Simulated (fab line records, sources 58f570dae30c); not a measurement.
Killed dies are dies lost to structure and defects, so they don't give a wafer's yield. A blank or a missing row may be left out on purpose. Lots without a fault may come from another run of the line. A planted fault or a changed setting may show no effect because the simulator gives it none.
Problem report in the 8D (eight disciplines) form, filled by code | flow berkeley_cmos170 | the parts of the form that need people (team, actions taken, sign-off) are left out

1. THE PROBLEM
killed_at_M0_to_M3 at UCB170_M3_PROBE_99 reads a mean of 26.7 on 9 wafers of 3 lots; wafers without a fault read 0.9 with a standard deviation of 1. That is +26 standard deviations from the usual mean.
First seen on wafer L884.3, day 12 23:37, on prober-01. The record holds 45 wafers of 15 lots with a number at this step. Rule for "out", or "out of limits": more than 4 standard deviations from the usual mean. The other wafers with a number count as sound.

2. WHAT IT IS AND WHAT IT IS NOT
question                    | is                                                                                                                            | is not
which readings at this step | killed_at_M0_to_M3, defect_limited_yield, killed_dies, sort_bin_3_pad_short, sort_bin_5_function, sort_n_pass, sort_yield_pct | killed_short
which lots                  | L881, L884, L886                                                                                                              | L865, L866, L867, L869, L870, L871, L874, L875, L876, L880, L883, L887
which wafers of those lots  | all that have a number                                                                                                        | -
read on which tools         | prober-01, prober-02                                                                                                          | -
when                        | from day 12 23:37                                                                                                             | up to then (30 sound wafers); but 6 sound wafers of L883, L887 came after

3. SUSPECTS, AND WHAT RULES EACH OUT
Counting: a tool at a process step up to the reading stays a suspect if it ran every lot that is out and no sound lot after the first of them.
- pecvd-02 at UCB170_V1_CVD_00 (deposits SiO2 from TEOS/O2, target thk 2000 nm, time 250 s): kept. It ran every lot that is out, first L884 (day 12 08:08), and no sound lot after that; its last sound lot up to then is L880 (day 12 06:49).
Left after counting: pecvd-02 at UCB170_V1_CVD_00.

4. THE CAUSE (what the simulator had put in)
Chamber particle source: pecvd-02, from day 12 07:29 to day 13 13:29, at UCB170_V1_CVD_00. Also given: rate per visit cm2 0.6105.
Counting left only this tool.

5. THE CHAIN OF EFFECTS, in route order
Each row: a reading whose mean over the struck wafers that have a number lies more than 3 standard deviations from the usual. Only readings for which the record gives a usual standard deviation are gone through. hours: the time from each lot's start at the first step in this table that gives one to its start at this step, as a median over the lots. sigmas: the change in usual standard deviations.
hours | step               | reading              | usual  | on struck wafers | change | sigmas
0     | UCB170_M3_PROBE_99 | defect_limited_yield | 98.7 % | 88.8             | -9.9   | -14
0     | UCB170_M3_PROBE_99 | killed_at_M0_to_M3   | 0.9    | 26.7             | +25.8  | +26
0     | UCB170_M3_PROBE_99 | killed_dies          | 3.4    | 29.6             | +26.2  | +14
0     | UCB170_M3_PROBE_99 | killed_on_rim        | 1.0    | 6.1              | +5.1   | +5.1
0     | UCB170_M3_PROBE_99 | sort_bin_3_pad_short | 0.1 %  | 2.1              | +2.0   | +11
0     | UCB170_M3_PROBE_99 | sort_bin_5_function  | 0.8 %  | 7.6              | +6.8   | +12
0     | UCB170_M3_PROBE_99 | sort_n_pass          | 260.6  | 234.4            | -26.2  | -14
0     | UCB170_M3_PROBE_99 | sort_yield_pct       | 98.7 % | 88.8             | -9.9   | -14
The process steps in it:
- UCB170_M3_PROBE_99

6. WHAT WOULD HAVE CAUGHT IT SOONER
In this record the first reading out of limits was taken at day 12 23:37, 16 hours after the fault began at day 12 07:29.
Of the tool readings at UCB170_V1_CVD_00 for which the record gives a usual standard deviation, none was out on any struck wafer, so an alarm limit of 4 standard deviations on them would not have fired.
All the lots that are out (3) had begun UCB170_V1_CVD_00 on pecvd-02 by day 12 23:37. A hold on the tool at that time would have spared none of them.
